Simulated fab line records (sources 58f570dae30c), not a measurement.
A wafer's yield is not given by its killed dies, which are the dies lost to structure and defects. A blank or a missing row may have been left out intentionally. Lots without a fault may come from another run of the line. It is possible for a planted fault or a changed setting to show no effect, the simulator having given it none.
Which tool is to blame? | flow berkeley cmos170 | 13 lots with 39 wafers sampled at 6 steps, on a route of 331 steps

## WHAT THE GAUGES READ, wafer by wafer
UCB170_SDANNEAL_RS_MEAS_03: uses a four-point probe to measure.
lot  | measured     | on            | NSD_RS (ohm/sq)
L302 | day 7 20:17  | film metro-01 | 37.24 37.19 37.17
L304 | day 8 00:56  | film metro-04 | 37.18 37.19 37.11
L307 | day 8 04:25  | film metro-04 | 37.23 37.19 37.16
L305 | day 8 04:25  | film metro-03 | 37.16 37.29 37.36
L306 | day 8 07:46  | film metro-01 | 37.17 37.17 37.02
L308 | day 8 19:21  | film metro-03 | 37.43 37.45 37.41
L310 | day 8 19:23  | film metro-04 | 37.24 37.21 37.42
L311 | day 9 11:10  | film metro-03 | 37.09 37.21 37.16
L315 | day 10 19:47 | film metro-04 | 37.26 37.27 37.29
L316 | day 10 21:23 | film metro-03 | 37.23 37.16 37.16
L321 | day 11 17:15 | film metro-03 | 37.41 37.44 37.35
L323 | day 12 05:41 | film metro-01 | 37.42 37.38 37.25
L322 | day 12 05:43 | film metro-03 | 37.41 37.31 37.34

UCB170_M2_OVL_MEAS_16.
lot  | measured     | on         | M2_OVL (nm)
L302 | day 8 20:30  | overlay-01 | -3 2 2
L304 | day 8 20:08  | overlay-02 | -8 -7 -11
L307 | day 8 20:59  | overlay-01 | 2 0 -9
L305 | day 8 21:05  | overlay-02 | -13 -6 -6
L306 | day 9 05:11  | overlay-01 | 0 -7 -2
L308 | day 9 12:52  | overlay-02 | -6 -10 0
L310 | day 9 12:37  | overlay-01 | 2 2 -2
L311 | day 10 04:17 | overlay-02 | -6 6 6
L315 | day 11 17:54 | overlay-02 | -2 -2 -5
L316 | day 11 18:11 | overlay-02 | 6 7 6
L321 | day 12 12:52 | overlay-02 | -6 -4 -1
L323 | day 13 00:25 | overlay-01 | -10 -5 -9
L322 | day 13 01:23 | overlay-02 | -3 -5 -6

UCB170_M2_CD_MEAS_90 targets a cd of 700 nm.
lot  | measured     | on        | cd nm (nm)
L302 | day 8 20:52  | cd sem-01 | 699.7 702.4 699.0
L304 | day 8 20:30  | cd sem-02 | 699.3 703.3 701.2
L307 | day 8 21:24  | cd sem-01 | 696.3 697.4 697.3
L305 | day 8 21:28  | cd sem-02 | 704.4 700.7 699.5
L306 | day 9 05:32  | cd sem-01 | 699.1 703.9 699.4
L308 | day 9 13:13  | cd sem-01 | 697.0 695.8 696.3
L310 | day 9 13:00  | cd sem-01 | 701.2 701.7 703.9
L311 | day 10 04:41 | cd sem-02 | 702.0 702.4 705.2
L315 | day 11 18:16 | cd sem-02 | 680.2 699.3 679.3
L316 | day 11 18:35 | cd sem-02 | 702.5 698.9 699.7
L321 | day 12 13:16 | cd sem-02 | 695.6 700.6 699.3
L323 | day 13 00:50 | cd sem-02 | 697.6 701.4 702.6
L322 | day 13 01:46 | cd sem-02 | 701.2 701.5 701.1

UCB170_V2_OVL_MEAS_13.
lot  | measured     | on         | V2_OVL (nm)
L302 | day 8 22:50  | overlay-02 | 0 6 7
L304 | day 8 22:43  | overlay-01 | -7 -8 -12
L307 | day 8 23:42  | overlay-01 | -8 -7 -3
L305 | day 8 23:49  | overlay-01 | 5 -6 -1
L306 | day 9 07:58  | overlay-01 | -6 2 2
L308 | day 9 16:09  | overlay-01 | -6 0 -1
L310 | day 9 15:47  | overlay-01 | 1 7 2
L311 | day 10 06:42 | overlay-02 | 1 -6 -1
L315 | day 11 20:50 | overlay-02 | 2 7 -3
L316 | day 11 21:08 | overlay-02 | -8 -10 -5
L321 | day 12 15:19 | overlay-02 | -3 0 -8
L323 | day 13 03:09 | overlay-01 | -5 -4 -4
L322 | day 13 03:53 | overlay-01 | -2 -2 0

## WHAT TOOL EACH LOT RAN ON (gives the tool, then ch and the chambers of the sampled wafers, and finally the start)
lot  | UCB170_M2_METAL_ETCH_18           | UCB170_M2_STRIP_19
L302 | rie metal-04 ch 0,1, day 8 20:34  | plasma asher-02 ch 0,1, day 8 20:46
L304 | rie metal-01 ch 0,1, day 8 20:13  | plasma asher-04 ch 0,1, day 8 20:24
L307 | rie metal-03 ch 0,1, day 8 21:07  | plasma asher-01 ch 0,1, day 8 21:16
L305 | rie metal-01 ch 0,1, day 8 21:10  | plasma asher-04 ch 0,1, day 8 21:22
L306 | rie metal-03 ch 0,1, day 9 05:16  | plasma asher-04 ch 1, day 9 05:26
L308 | rie metal-04 ch 0,1, day 9 12:56  | plasma asher-02 ch 0,1, day 9 13:07
L310 | rie metal-01 ch 0,1, day 9 12:41  | plasma asher-01 ch 0,1, day 9 12:53
L311 | rie metal-04 ch 0,1, day 10 04:25 | plasma asher-02 ch 0,1, day 10 04:35
L315 | rie metal-04 ch 0,1, day 11 17:59 | plasma asher-01 ch 0,1, day 11 18:10
L316 | rie metal-01 ch 0,1, day 11 18:19 | plasma asher-04 ch 0,1, day 11 18:28
L321 | rie metal-01 ch 0,1, day 12 12:59 | plasma asher-04 ch 0,1, day 12 13:09
L323 | rie metal-03 ch 0, day 13 00:29   | plasma asher-01 ch 0, day 13 00:40
L322 | rie metal-03 ch 0,1, day 13 01:28 | plasma asher-02 ch 0,1, day 13 01:39
- UCB170_M2_METAL_ETCH_18: etches Al in Cl2/BCl3, stops on SiO2, target depth 1170 nm, time 195 s.
- UCB170_M2_STRIP_19: strips in O2.

## WHAT THE TOOLS THEMSELVES READ (means of the sampled wafers that have a number; where no wafer has one, the mark that the record gives instead)
UCB170_M2_METAL_ETCH_18.
lot  | tool         | drypump motor current A (A) | oes product au (a.u.) | throttle valve pct (%)
L302 | rie metal-04 | 5.9                         | 0.870                 | 24.32
L304 | rie metal-01 | 5.9                         | 0.856                 | 24.33
L307 | rie metal-03 | 5.1                         | 0.845                 | 24.39
L305 | rie metal-01 | 5.9                         | 0.866                 | 24.34
L306 | rie metal-03 | 5.4                         | 0.838                 | 24.52
L308 | rie metal-04 | 5.9                         | 0.862                 | 24.33
L310 | rie metal-01 | 5.9                         | 0.871                 | 24.33
L311 | rie metal-04 | 6.3                         | 0.861                 | 24.17
L315 | rie metal-04 | 5.9                         | 0.873                 | 24.31
L316 | rie metal-01 | 5.9                         | 0.865                 | 24.33
L321 | rie metal-01 | 5.9                         | 0.874                 | 24.33
L323 | rie metal-03 | 4.8                         | 0.852                 | 24.25
L322 | rie metal-03 | 5.4                         | 0.829                 | 24.53

UCB170_M2_STRIP_19.
lot  | tool            | drypump motor current A (A) | oes product au (a.u.)
L302 | plasma asher-02 | 5.6                         | 0.530
L304 | plasma asher-04 | 6.1                         | 0.539
L307 | plasma asher-01 | 5.0                         | 0.523
L305 | plasma asher-04 | 6.1                         | 0.542
L306 | plasma asher-04 | 5.9                         | 0.542
L308 | plasma asher-02 | 5.6                         | 0.539
L310 | plasma asher-01 | 5.0                         | 0.546
L311 | plasma asher-02 | 5.9                         | 0.536
L315 | plasma asher-01 | 5.0                         | 0.391
L316 | plasma asher-04 | 6.1                         | 0.542
L321 | plasma asher-04 | 6.3                         | 0.554
L323 | plasma asher-01 | 5.0                         | 0.530
L322 | plasma asher-02 | 5.9                         | 0.531

## THE ANSWER, worked out from the rows above alone
Rule: the usual values come from the lots themselves. The widest of any qualifying gaps counts: lots, ordered by their means at a reading, are off when they make up no more than a third of the lots, leave a main group of 4 or more, and stand apart from it by 3 or more times the standard deviation of that group's means. The tables above print the reading to a certain number of digits; a main group whose means all agree to those digits is not used. A lot without any number at a reading at which 4 lots or more have one is off too. Where the step has rows for the other lots, those lots are counted as sound. First the gauges in route order, then the tools' own readings, where a lot's mean is used as printed above. At the first step where some lot is off, the reading lying furthest off is the one used; lots without a number count as furthest.
Off, at UCB170_M2_CD_MEAS_90 on cd nm: L315. For the main group the mean is 700.3 nm and the standard deviation 1.9.
A tool fits if, at a process step before that reading, it ran every lot that is off, and no sound lot after the first of them. The gauges at UCB170_M2_CD_MEAS_90 aren't tried: what is off there is off at UCB170_M2_STRIP_19 too, on other tools, and a gauge's error can't cause that. One candidate fits, namely rie metal-04 at UCB170_M2_METAL_ETCH_18. A fault onset in the window from L311 (day 10 04:25, its last sound lot) to L315 (day 11 17:59, its first lot off) fits.

## WHAT WAS PUT IN BY THE SIMULATOR
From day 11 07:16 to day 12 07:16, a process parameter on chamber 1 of rie metal-04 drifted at UCB170_M2_METAL_ETCH_18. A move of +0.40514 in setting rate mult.
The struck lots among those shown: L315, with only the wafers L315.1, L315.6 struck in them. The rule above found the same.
